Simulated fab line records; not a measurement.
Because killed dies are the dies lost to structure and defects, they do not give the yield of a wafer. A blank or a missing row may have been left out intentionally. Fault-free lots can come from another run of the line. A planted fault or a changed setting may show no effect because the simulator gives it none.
Comparing a struck lot with a sound one + flow rit-cmos + 20 out of 202 route steps
Sound: these wafers, L508.1, L508.2, L508.3. The struck wafers were L518.3, L518.5, L518.6. The cause is given at the end.
At each step with rows: each side's tool, then ch and its chambers, then its first start. Under that, the readings that differ: sound wafers + struck wafers + difference of the means + sigmas: that difference in standard deviations of wafers without a fault.
alike: readings whose means differ by less than 2 such deviations, and words and numbers that are the same on both sides. not compared: withheld readings, readings that some wafer has no value for, bounds like >300 that may hide the same value, and numbers for which the record gives no deviation and whose values overlap.
Wherever a step has rows on one side only, a row that says differs or no value, or a row with sigmas, the two part there. Numbers that don't overlap but have no deviation are shown without sigmas and don't part them. Lack of a reading on every wafer of one side parts them only where that side has two or more wafers.

first, 2 steps without rows for these wafers: RIT_NWELL_HARDBAKE_07 (time 120 s); RIT_NWELL_IMPLANT_08.
RIT_NWELL_STRIP_09: strips in O2, time 180 s.
  sound on plasma-asher-02 ch 0,1, day 3 01:56; struck on plasma-asher-04 ch 0,1, day 5 02:35
| reading             | sound       | struck      | difference | sigmas |
|---------------------|-------------|-------------|------------|--------|
| rf-refl-power-W (W) | 8.0 9.1 9.1 | 6.4 6.1 5.9 | -2.6       | -2     |
  alike: drypump-motor-current-A
  not compared: rf-hours-counter-h
RIT_NWELL_TW_MEAS_10:
  struck on film-metro-02, day 5 02:44; sound on film-metro-01, day 3 02:07
  alike: NWELL_TW
then, 6 steps without rows for these wafers: RIT_PWELL_HMDS_00 (prime time 60 s); RIT_PWELL_COAT_01 (resist thk 1300 nm); RIT_PWELL_SOFTBAKE_02 (time 60 s); RIT_PWELL_EXPOSE_03 (exposes mask M3, target cd 43700 nm); RIT_PWELL_PEB_04; RIT_PWELL_DEVELOP_05 (develop time 68 s).
RIT_PWELL_OVL_MEAS_06:
  struck on overlay-01, day 5 04:00; sound on overlay-02, day 3 03:04
  alike: PWELL_OVL
then, 1 step without rows for these wafers: RIT_PWELL_HARDBAKE_07 (time 120 s).
RIT_PWELL_IMPLANT_08:
  sound on implanter-03 ch 0, day 3 03:21; struck on implanter-01 ch 0, day 5 04:25
| reading            | sound                     | struck                       | difference | sigmas      |
|--------------------|---------------------------|------------------------------|------------|-------------|
| dose-ions-cm2      | 7.006e+13 7e+13 6.996e+13 | 9.938e+13 9.94e+13 9.921e+13 | +2.932e+13 | +99 or more |
| faraday-current-uA | 225 215 217               | 324 325 322                  | +105       | +22         |
  alike: beam-on-s
RIT_PWELL_STRIP_09: strips in O2, time 180 s.
  sound on plasma-asher-03 ch 0,1, day 3 03:30; struck on plasma-asher-02 ch 0,1, day 5 04:34
  alike: drypump-motor-current-A, rf-refl-power-W
  not compared: rf-hours-counter-h
RIT_PWELL_TW_MEAS_10:
  struck on film-metro-02, day 5 04:42; sound on film-metro-04, day 3 03:40
| reading  | sound       | struck         | difference | sigmas |
|----------|-------------|----------------|------------|--------|
| PWELL_TW | 965 963 967 | 1061 1061 1068 | +98        | +10    |
then, 1 step without rows for these wafers: RIT_WELLDRIVE_ANNEAL_00 (time 14700 s).
RIT_WELLDRIVE_RS_MEAS_01: uses a four-point probe to measure.
  struck on film-metro-04, day 5 10:11; sound on film-metro-01, day 3 08:49
  alike: NWELL_RS
RIT_WELLDRIVE_RS_MEAS_02: uses a four-point probe to measure.
  struck on film-metro-04, day 5 10:18; sound on film-metro-01, day 3 08:56
| reading           | sound             | struck            | difference | sigmas |
|-------------------|-------------------|-------------------|------------|--------|
| PWELL_RS (ohm/sq) | 429.9 430.5 429.6 | 347.1 345.7 345.8 | -83.8      | -60    |
then, 1 step without rows for these wafers: RIT_NRETRO_HMDS_00 (prime time 60 s).
RIT_M1_PROBE_99:
  struck on prober-01, day 6 20:35; sound on prober-02, day 4 14:37
| reading                             | sound             | struck            | difference | sigmas |
|-------------------------------------|-------------------|-------------------|------------|--------|
| model.etest.nmos_0p3.r-on-ohm-um    | 2130 2154 2144    | 2462 2476 2543    | +351       |        |
| model.etest.nmos_0p15.r-on-ohm-um   | 1121 1146 1133    | 1247 1236 1291    | +125       |        |
| model.etest.pwell-pinched.rs-ohm-sq | 451.1 454.7 453.6 | 361.3 362.4 362.7 | -91.0      |        |
| model.etest.pwell.rs-ohm-sq         | 413.8 413.6 417.2 | 332.8 331.5 329.5 | -83.6      |        |
| model.etest.nmos-turned.drive-ua-um | 321.2 320.2 320.4 | 237 235.2 231.2   | -86        |        |
| model.etest.nmos_0p15.drive-ua-um   | 470.5 460.1 455.9 | 391.4 391.5 378.6 | -75.0      |        |
| model.etest.nmos-narrow.drive-ua-um | 229.9 227 225.6   | 182.5 176.3 175.3 | -49.5      |        |
| model.etest.nmos_0p3.drive-ua-um    | 229.2 225.6 225   | 178 175.5 171.9   | -51        |        |
  alike: killed-at-contacts, killed-at-front-end, killed-dies, killed-open, killed-short

== WHERE THEY PART ==
Earliest at RIT_NWELL_STRIP_09; latest, in this record, at RIT_WELLDRIVE_RS_MEAS_02. Later steps at which nothing parts them and some readings are alike: RIT_M1_PROBE_99.

WHY: the cause the simulator had injected
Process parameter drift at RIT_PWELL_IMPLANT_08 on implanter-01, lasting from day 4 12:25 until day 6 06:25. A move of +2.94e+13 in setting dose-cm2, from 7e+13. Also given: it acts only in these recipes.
